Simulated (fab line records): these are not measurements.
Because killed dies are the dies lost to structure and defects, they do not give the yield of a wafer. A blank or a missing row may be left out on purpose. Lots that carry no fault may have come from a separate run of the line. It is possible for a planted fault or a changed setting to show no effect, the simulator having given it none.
Lot-split experiment    flow berkeley_cmos170    23 wafers read across 5 lots, on a route 331 steps long

== SPLIT DETAILS ==
At UCB170_M2_PEB_13, the setting peb_temp_c was moved away from the recipe's 130 C on 7 of the 23 wafers read, by -1.8% to +1.8%. For the rest of the wafers, this setting stayed at what the recipe calls for.

== FROM THE SPLIT TO THE READING: what the file shows between them, 5 steps ==
- UCB170_M2_DEVELOP_14: develop time 45 s
- UCB170_M2_CD_MEAS_15: target cd 700 nm
- UCB170_M2_ETCH_17: etches BARC in N2/H2
- UCB170_M2_METAL_ETCH_18: etches Al in Cl2/BCl3, stops on SiO2, target depth 1170 nm, time 195 s
- UCB170_M2_STRIP_19: strips in O2

== THE READING ==
Shown in nm: cd_nm at UCB170_M2_CD_MEAS_90, with target cd 700 nm. A value of 701.6 nm with a standard deviation of 2.7 nm is what fault-free wafers of this fab line usually give.

wafer   tool, chamber at the split  peb_temp_c as run, C  against the recipe  cd_nm, nm  against lot-mates on the recipe
L074.1  litho_track-03, 0           130                   recipe              701.6      -
L074.2  litho_track-03, 0           130                   recipe              697.5      -
L074.4  litho_track-03, 0           132.3                 +1.8%               685.3      -14.2
L074.5  litho_track-03, 0           132.3                 +1.8%               683.0      -16.5
L074.6  litho_track-03, 0           132.3                 +1.8%               687.7      -11.8
L075.1  litho_track-04, 0           127.7                 -1.8%               719.4      +18.4
L075.2  litho_track-04, 0           130                   recipe              700.9      -
L075.4  litho_track-04, 0           130                   recipe              701.8      -
L075.5  litho_track-04, 0           130                   recipe              700.4      -
L075.6  litho_track-04, 0           127.7                 -1.8%               718.1      +17.1
L079.2  litho_track-04, 0           130                   recipe              706.7      -
L079.4  litho_track-04, 0           130                   recipe              702.1      -
L079.5  litho_track-04, 0           130                   recipe              707.7      -
L078.1  litho_track-03, 0           130                   recipe              700.7      -
L078.3  litho_track-03, 0           130                   recipe              698.9      -
L078.4  litho_track-03, 0           130                   recipe              699.6      -
L078.5  litho_track-03, 0           130                   recipe              700.3      -
L078.6  litho_track-03, 0           130                   recipe              698.7      -
L083.2  litho_track-04, 0           127.7                 -1.8%               722.0      +18.5
L083.3  litho_track-04, 0           130                   recipe              704.9      -
L083.4  litho_track-04, 0           127.7                 -1.8%               716.9      +13.4
L083.5  litho_track-04, 0           130                   recipe              700.8      -
L083.6  litho_track-04, 0           130                   recipe              704.8      -

FIT RESULTS
A straight line over all 23 wafers: cd_nm changes by -9.57 nm for each +1% of peb_temp_c; r = -0.96; the points scatter about the line by 2.7 nm.
The same after taking each lot's own level away (the mean of its wafers on the recipe; 23 wafers): -8.85 nm for each +1%; r = -0.98; scatter 1.9 nm.
That fit puts the effect of the largest move of peb_temp_c on the reading at 16 nm.
The lots' own levels span 699.55 to 705.50 nm, that is 2.2 times the standard deviation above.
The two slopes are in agreement: the lot-to-lot level therefore moves the slope only a little.
Check: for one of the wafers moved furthest among these (+1.8%), held out of the fit, the line's prediction against its lot-mates is -15.5 nm. It came out at -14.2 nm against them.

== ADDITIONAL SPLITS CARRIED BY THESE WAFERS ==
Before the reading, these wafers also passed through other splits. Each is held against what the fit with the lots' levels taken away leaves over:
other split on the same wafers        wafers away from the commonest value  r with cd_nm (lot level and that fit taken away)
UCB170_NSD_IMPLANT_08 dose_cm2        6                                     -0.10
UCB170_BACKSIDE_HMDS_00 prime_time_s  7                                     -0.34
UCB170_CONTACT_COAT_10 spin_rpm       7                                     -0.24
UCB170_CONTACT_EXPOSE_12 dose_mj      9                                     +0.19
UCB170_V1_EXPOSE_09 dose_mj           4                                     -0.02

== THE WHOLE CHAIN: every reading that the file lists as answering this split, in the file's order ==
step                     what it does                                                            reading                                                    change (the file's fit)               r (the file's)
UCB170_M2_CD_MEAS_15     target cd 700 nm                                                        cd_nm                                                      -8.77 nm for each +1% of the setting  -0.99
UCB170_M2_ETCH_17        etches BARC in N2/H2                                                    M2.cd_nm (the simulator's own value, which no gauge read)  -8.81 nm for each +1% of the setting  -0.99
UCB170_M2_METAL_ETCH_18  etches Al in Cl2/BCl3, stops on SiO2, target depth 1170 nm, time 195 s  M2.cd_nm (the simulator's own value, which no gauge read)  -9.01 nm for each +1% of the setting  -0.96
UCB170_M2_CD_MEAS_90     target cd 700 nm                                                        cd_nm                                                      -9.02 nm for each +1% of the setting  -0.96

== THE FILE'S OWN FIT ==
cd_nm changes by -9.02 nm for each +1% of peb_temp_c, r = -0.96.
